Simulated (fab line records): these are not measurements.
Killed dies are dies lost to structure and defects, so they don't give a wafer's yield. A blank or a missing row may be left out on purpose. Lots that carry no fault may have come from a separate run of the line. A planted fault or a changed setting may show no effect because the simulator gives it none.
One fault through the eyes of 2 desks -- flow ritCmos -- every desk sees just its own numbers, and what lay behind them comes last

== DESK OF THE TOOL OWNER: rtpAnneal-01 ==
The tool's own readings at RIT_SDANNEAL_RTA_03 (time 5 s): means of the sampled wafers that have a number, for each lot that ran on this tool. Marked OUT: a lot whose mean sits more than 4 standard deviations from the usual mean, which makes it out of limits; the brackets give that distance.
Columns: A = rampDownCPerS at RIT_SDANNEAL_RTA_03, usual 171.00; B = wafer_temp_C_max at RIT_SDANNEAL_RTA_03, usual 1053.4
lot,first seen here,A,B
L938,day 3 17:12,171.01,1053.8
L940,day 4 01:03,171.01,1053.3
L942,day 4 08:25,171.04,1055.6
L943,day 4 11:10,170.99,1052.5
L952,day 6 15:50,34.21 (-99 or more) OUT,1053.4
L954,day 7 06:43,34.20 (-99 or more) OUT,1053.1
Finding of this desk: L952, L954 out of limits; the first was L952 at day 6 15:50, on rampDownCPerS at RIT_SDANNEAL_RTA_03. Within limits: L938, L940, L942, L943.

== FROM THE METROLOGY DESK ==
What the gauges read, lot by lot, whatever tool the lot ran on: means of the sampled wafers that have a number. Marked OUT: a lot whose mean sits more than 4 standard deviations from the usual mean, which makes it out of limits; the brackets give that distance.
Columns: A = cdNm at RIT_CONTACT_CD_MEAS_90, usual 1000.2 nm
lot,first seen here,A
L937,day 3 14:42,997.7
L938,day 3 20:08,1001.6
L939,day 3 20:17,998.2
L940,day 4 03:59,998.4
L941,day 4 07:23,1000.4
L942,day 4 11:22,999.0
L943,day 4 14:17,1001.0
L945,day 5 02:57,998.4
L951,day 6 15:53,1002.7
L952,day 6 18:46,1001.5
L954,day 7 09:47,1001.4
L955,day 7 10:23,1002.9
L956,day 7 14:54,1000.9
L959,day 8 03:11,1001.7
Result from this desk: across the 14 lots, nothing is out of limits.

== BROUGHT TOGETHER ==
The tool owner's desk could have raised an alarm at day 6 15:50, on L952, L954.
Nothing out of limits was seen by the metrology desk.
The metrology desk holds a record of L952, L954, inside its limits.
The lots listed all ran RIT_SDANNEAL_RTA_03 on rtpAnneal-01.

== WHAT THE SIMULATOR HAD PUT IN ==
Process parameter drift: rtpAnneal-01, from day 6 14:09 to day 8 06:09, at RIT_SDANNEAL_RTA_03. Setting rampDownCPerS shifted by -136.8 from 171.
Shown lots that were struck: L952, L954.
Delay in hours, fault start to first out-of-limits reading, by desk: the tool owner's desk at 2.
